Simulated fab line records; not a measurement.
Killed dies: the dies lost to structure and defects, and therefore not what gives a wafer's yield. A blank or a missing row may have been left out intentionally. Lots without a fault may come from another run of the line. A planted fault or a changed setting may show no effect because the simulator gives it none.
The tool behind it: which one? -- flow rit_cmos -- 39 wafers from 13 lots sampled at 2 of the route's 202 steps

== WHAT EACH GAUGE READ, for each wafer ==
No reading from a measuring or inspecting step in the record can be judged against a usual standard deviation.

== EACH LOT AND THE TOOL THAT RAN IT (in order: tool; ch and the chambers of the sampled wafers; start) ==
lot,RIT_PSD_STRIP_09,RIT_M1_PROBE_99
L873,"plasma_asher-02 ch 0,1, day 3 12:01",-
L874,"plasma_asher-02 ch 0,1, day 3 17:37",-
L875,"plasma_asher-02 ch 0,1, day 3 21:28",-
L882,"plasma_asher-02 ch 0,1, day 5 13:41","prober-01, day 5 22:58"
L883,"plasma_asher-02 ch 0,1, day 6 01:04","prober-02, day 6 09:28"
L885,"plasma_asher-04 ch 0,1, day 6 13:33","prober-02, day 6 21:38"
L886,"plasma_asher-04 ch 0,1, day 6 22:56",-
L887,"plasma_asher-04 ch 0,1, day 7 00:29",-
L888,"plasma_asher-04 ch 0,1, day 7 04:33",-
L890,"plasma_asher-04 ch 0,1, day 7 13:49",-
L892,"plasma_asher-01 ch 0,1, day 8 00:57",-
L894,"plasma_asher-01 ch 0,1, day 8 01:20",-
L896,"plasma_asher-01 ch 0,1, day 8 05:53",-
- RIT_PSD_STRIP_09: strips in O2, time 180 s.
- RIT_M1_PROBE_99

== AS READ BY THE TOOLS THEMSELVES (means over the sampled wafers that have a number; for cases with no such wafer, the mark the record gives instead) ==
RIT_PSD_STRIP_09.
lot,tool,drypump_motor_current_A (A)
L873,plasma_asher-02,6.6
L874,plasma_asher-02,6.6
L875,plasma_asher-02,6.7
L882,plasma_asher-02,6.6
L883,plasma_asher-02,6.6
L885,plasma_asher-04,6.1
L886,plasma_asher-04,6.0
L887,plasma_asher-04,5.5
L888,plasma_asher-04,6.1
L890,plasma_asher-04,5.5
L892,plasma_asher-01,6.1
L894,plasma_asher-01,6.1
L896,plasma_asher-01,6.5

RIT_M1_PROBE_99.
lot,tool,killed_at_contacts,killed_at_front_end,killed_dies,killed_on_rim,killed_open,killed_short
L882,prober-01,0.0,41.3,41.3,6.3,2.0,2.7
L883,prober-02,0.0,38.7,38.7,5.0,2.7,1.3
L885,prober-02,0.0,9.0,9.0,1.0,4.0,5.0

== THE ANSWER, worked out from the rows above alone ==
Rule: the usual values come from the lots themselves. Put in order of their means at a reading, lots are off if they are a third of the lots or fewer, leave a main group of 4 or more, and stand apart from it by a gap of 3 or more times the standard deviation of the main group's means; of several such gaps the widest counts. A main group is skipped when, at the precision printed for the reading in the tables above, its means are all equal. Also off: a lot with no number at a reading for which 4 or more lots have one. All remaining lots with rows at the step are treated as sound. First the gauges in route order, then the tools' own readings, where a lot's mean is used as printed above. The first step at which some lot is off is used, and at that step the reading that is off furthest; a lot without a number counts as furthest.
Nothing can be told from this: no lot is off at any reading shown.

== WHAT THE SIMULATOR PUT IN ==
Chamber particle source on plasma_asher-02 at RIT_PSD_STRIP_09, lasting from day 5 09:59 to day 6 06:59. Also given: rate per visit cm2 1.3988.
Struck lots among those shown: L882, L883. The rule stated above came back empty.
